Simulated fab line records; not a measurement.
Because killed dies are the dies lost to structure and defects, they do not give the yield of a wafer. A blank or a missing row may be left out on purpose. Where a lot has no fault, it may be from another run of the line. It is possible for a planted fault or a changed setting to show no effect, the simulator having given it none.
fab line records || flow ritCmos
[record] {"lots": 14, "wafers": 42, "lastDay": 7}
route steps=202 shown CONTACT@174
lots with no fault: from the same line, run without faults
startH: hours from the record's opening day to when the first of the lot's shown wafers began || waitH: hours since the lot's step before || " identical to the entry in the row above || L1.1+2: a row that stands for several wafers || - no value present, or no start provided || * or withheld: withheld || < > ~ a bound
route shown NAME@n: NAME is a module with steps in the file, n the number in the route of the first one || usual: average and standard deviation across the fault-free wafers || same: alike in all rows || chamber/n: place in a boat || sites: each site's reading || _std_site: standard deviation of those values || _edge_site: outer sites' mean less inner sites' || radiusMm: how far each site lies from the wafer's centre || mask NAME#n: copy n || behind: the most recent tool/chamber to have shaped the wafer || hold: reason for holding the lot/hours on hold/outcome of the hold || device: the n, p or np transistor that did not switch || end of line: tests run on the same wafers once the route is complete || a step without rows: its recipe alone || killed: count of dies lost to structure and defects at first sort (not the wafer's yield) || map: a wafer's dies, marking killed ones x, the rest . and places with no die _
set.NAME: the setting as run; set.NAME@STEP: as run at that earlier step || model.NAME: the simulator's own value behind a step, which no gauge read
steps of the route over a sample of lots; a table a step, a row a wafer
[[steps]]
[step RIT_CONTACT_PEB_06]
[recipe] {"resist": "NOVOLAK", "tempC": "withheld", "timeS": "withheld"}
[usual] {"chillPlateTempC": "*", "exhaustPa": "45.0/0.83"}
{"lot.wafer": "L686.1", "tool": "lithoTrack-04", "chamber": 0, "startH": 60.32, "waitH": 0.1, "chillPlateTempC": "*", "exhaustPa": 45.3}
{"lot.wafer": "L686.2", "tool": "lithoTrack-04", "chamber": 0, "startH": 60.32, "waitH": 0.1, "chillPlateTempC": "*", "exhaustPa": 45.6}
{"lot.wafer": "L686.5", "tool": "lithoTrack-04", "chamber": 0, "startH": 60.32, "waitH": 0.1, "chillPlateTempC": "*", "exhaustPa": 44.6}
{"lot.wafer": "L687.2", "tool": "lithoTrack-04", "chamber": 0, "startH": 63.93, "waitH": 0.1, "chillPlateTempC": "*", "exhaustPa": 44.8}
{"lot.wafer": "L687.4", "tool": "lithoTrack-04", "chamber": 0, "startH": 63.93, "waitH": 0.1, "chillPlateTempC": "*", "exhaustPa": 44.4}
{"lot.wafer": "L687.6", "tool": "lithoTrack-04", "chamber": 0, "startH": 63.93, "waitH": 0.1, "chillPlateTempC": "*", "exhaustPa": 45.1}
{"lot.wafer": "L690.1", "tool": "lithoTrack-03", "chamber": 0, "startH": 81.12, "waitH": 0.1, "chillPlateTempC": "*", "exhaustPa": 45.4}
{"lot.wafer": "L690.2", "tool": "lithoTrack-03", "chamber": 0, "startH": 81.12, "waitH": 0.1, "chillPlateTempC": "*", "exhaustPa": 45.2}
{"lot.wafer": "L690.4", "tool": "lithoTrack-03", "chamber": 0, "startH": 81.12, "waitH": 0.1, "chillPlateTempC": "*", "exhaustPa": 45.2}
{"lot.wafer": "L691.1", "tool": "lithoTrack-02", "chamber": 0, "startH": 87.87, "waitH": 0.3, "chillPlateTempC": "*", "exhaustPa": 45.8}
{"lot.wafer": "L691.3", "tool": "lithoTrack-02", "chamber": 0, "startH": 87.87, "waitH": 0.3, "chillPlateTempC": "*", "exhaustPa": 44.5}
{"lot.wafer": "L691.5", "tool": "lithoTrack-02", "chamber": 0, "startH": 87.87, "waitH": 0.3, "chillPlateTempC": "*", "exhaustPa": 43.2}
{"lot.wafer": "L692.1", "tool": "lithoTrack-04", "chamber": 0, "startH": 91.35, "waitH": 0.1, "chillPlateTempC": "*", "exhaustPa": 45.3}
{"lot.wafer": "L692.3", "tool": "lithoTrack-04", "chamber": 0, "startH": 91.35, "waitH": 0.1, "chillPlateTempC": "*", "exhaustPa": 45.0}
{"lot.wafer": "L692.4", "tool": "lithoTrack-04", "chamber": 0, "startH": 91.35, "waitH": 0.1, "chillPlateTempC": "*", "exhaustPa": 45.8}
{"lot.wafer": "L695.1", "tool": "lithoTrack-02", "chamber": 0, "startH": 106.57, "waitH": 0.1, "chillPlateTempC": "*", "exhaustPa": 45.6}
{"lot.wafer": "L695.2", "tool": "lithoTrack-02", "chamber": 0, "startH": 106.57, "waitH": 0.1, "chillPlateTempC": "*", "exhaustPa": 44.8}
{"lot.wafer": "L695.5", "tool": "lithoTrack-02", "chamber": 0, "startH": 106.57, "waitH": 0.1, "chillPlateTempC": "*", "exhaustPa": 44.6}
{"lot.wafer": "L697.2", "tool": "lithoTrack-04", "chamber": 0, "startH": 113.69, "waitH": 0.1, "chillPlateTempC": "*", "exhaustPa": 45.5}
{"lot.wafer": "L697.3", "tool": "lithoTrack-04", "chamber": 0, "startH": 113.69, "waitH": 0.1, "chillPlateTempC": "*", "exhaustPa": 45.3}
{"lot.wafer": "L697.4", "tool": "lithoTrack-04", "chamber": 0, "startH": 113.69, "waitH": 0.1, "chillPlateTempC": "*", "exhaustPa": 44.6}
{"lot.wafer": "L698.1", "tool": "lithoTrack-02", "chamber": 0, "startH": 117.75, "waitH": 0.1, "chillPlateTempC": "*", "exhaustPa": 46.7}
{"lot.wafer": "L698.2", "tool": "lithoTrack-02", "chamber": 0, "startH": 117.75, "waitH": 0.1, "chillPlateTempC": "*", "exhaustPa": 46.2}
{"lot.wafer": "L698.6", "tool": "lithoTrack-02", "chamber": 0, "startH": 117.75, "waitH": 0.1, "chillPlateTempC": "*", "exhaustPa": 46.2}
{"lot.wafer": "L701.3", "tool": "lithoTrack-02", "chamber": "-", "startH": 136.38, "waitH": 0.1, "chillPlateTempC": "-", "exhaustPa": "-"}
{"lot.wafer": "L701.4", "tool": "lithoTrack-02", "chamber": "-", "startH": 136.38, "waitH": 0.1, "chillPlateTempC": "-", "exhaustPa": "-"}
{"lot.wafer": "L701.5", "tool": "lithoTrack-02", "chamber": "-", "startH": 136.38, "waitH": 0.1, "chillPlateTempC": "-", "exhaustPa": "-"}
{"lot.wafer": "L702.1", "tool": "lithoTrack-04", "chamber": "-", "startH": 137.82, "waitH": 0.1, "chillPlateTempC": "-", "exhaustPa": "-"}
{"lot.wafer": "L702.3", "tool": "lithoTrack-04", "chamber": "-", "startH": 137.82, "waitH": 0.1, "chillPlateTempC": "-", "exhaustPa": "-"}
{"lot.wafer": "L702.4", "tool": "lithoTrack-04", "chamber": "-", "startH": 137.82, "waitH": 0.1, "chillPlateTempC": "-", "exhaustPa": "-"}
{"lot.wafer": "L703.1", "tool": "lithoTrack-02", "chamber": 0, "startH": 145.99, "waitH": 0.1, "chillPlateTempC": "*", "exhaustPa": 44.1}
{"lot.wafer": "L703.2", "tool": "lithoTrack-02", "chamber": 0, "startH": 145.99, "waitH": 0.1, "chillPlateTempC": "*", "exhaustPa": 45.5}
{"lot.wafer": "L703.6", "tool": "lithoTrack-02", "chamber": 0, "startH": 145.99, "waitH": 0.1, "chillPlateTempC": "*", "exhaustPa": 44.0}
{"lot.wafer": "L706.1", "tool": "lithoTrack-04", "chamber": 0, "startH": 159.46, "waitH": 0.1, "chillPlateTempC": "*", "exhaustPa": 43.9}
{"lot.wafer": "L706.3", "tool": "lithoTrack-04", "chamber": 0, "startH": 159.46, "waitH": 0.1, "chillPlateTempC": "*", "exhaustPa": 44.8}
{"lot.wafer": "L706.4", "tool": "lithoTrack-04", "chamber": 0, "startH": 159.46, "waitH": 0.1, "chillPlateTempC": "*", "exhaustPa": 45.4}
{"lot.wafer": "L707.2", "tool": "lithoTrack-02", "chamber": 0, "startH": 167.25, "waitH": 0.1, "chillPlateTempC": "*", "exhaustPa": 44.2}
{"lot.wafer": "L707.5", "tool": "lithoTrack-02", "chamber": 0, "startH": 167.25, "waitH": 0.1, "chillPlateTempC": "*", "exhaustPa": 45.0}
{"lot.wafer": "L707.6", "tool": "lithoTrack-02", "chamber": 0, "startH": 167.25, "waitH": 0.1, "chillPlateTempC": "*", "exhaustPa": 44.7}
{"lot.wafer": "L708.2", "tool": "lithoTrack-04", "chamber": 0, "startH": 168.88, "waitH": 0.1, "chillPlateTempC": "*", "exhaustPa": 44.5}
{"lot.wafer": "L708.3", "tool": "lithoTrack-04", "chamber": 0, "startH": 168.88, "waitH": 0.1, "chillPlateTempC": "*", "exhaustPa": 44.5}
{"lot.wafer": "L708.5", "tool": "lithoTrack-04", "chamber": 0, "startH": 168.88, "waitH": 0.1, "chillPlateTempC": "*", "exhaustPa": 45.3}
[[key]]
[firstSign] {"step": "RIT_CONTACT_PEB_06", "reading": "toolRecord", "direction": "missing"}
effect none on later readings
metAt RIT_CONTACT_PEB_06
struckLots L701,L702
sortLeftOut L701.3,L701.4,L701.5,L702.1,L702.3,L702.4
testerLeftOut L701,L702
onsetBetween 117.75 136.38
[fault] {"kind": "skippedStepWhole", "tool": "lithoTrack-02,lithoTrack-04", "chamber": "-", "onsetH": 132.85, "steps": "RIT_CONTACT_PEB_06", "scope": "struckLotsOnly"}
// testerLeftOut: of these lots the tester's yield and bins aren't shown, on N5 and GAA mostly nor the transistor test; their killed dies are dies lost to structure and defects alone, not to doping, threshold or leakage, so they don't give the yield
// sortLeftOut: the simulated sort isn't trusted on such a fault, so these wafers' sort isn't shown, and their yield isn't known
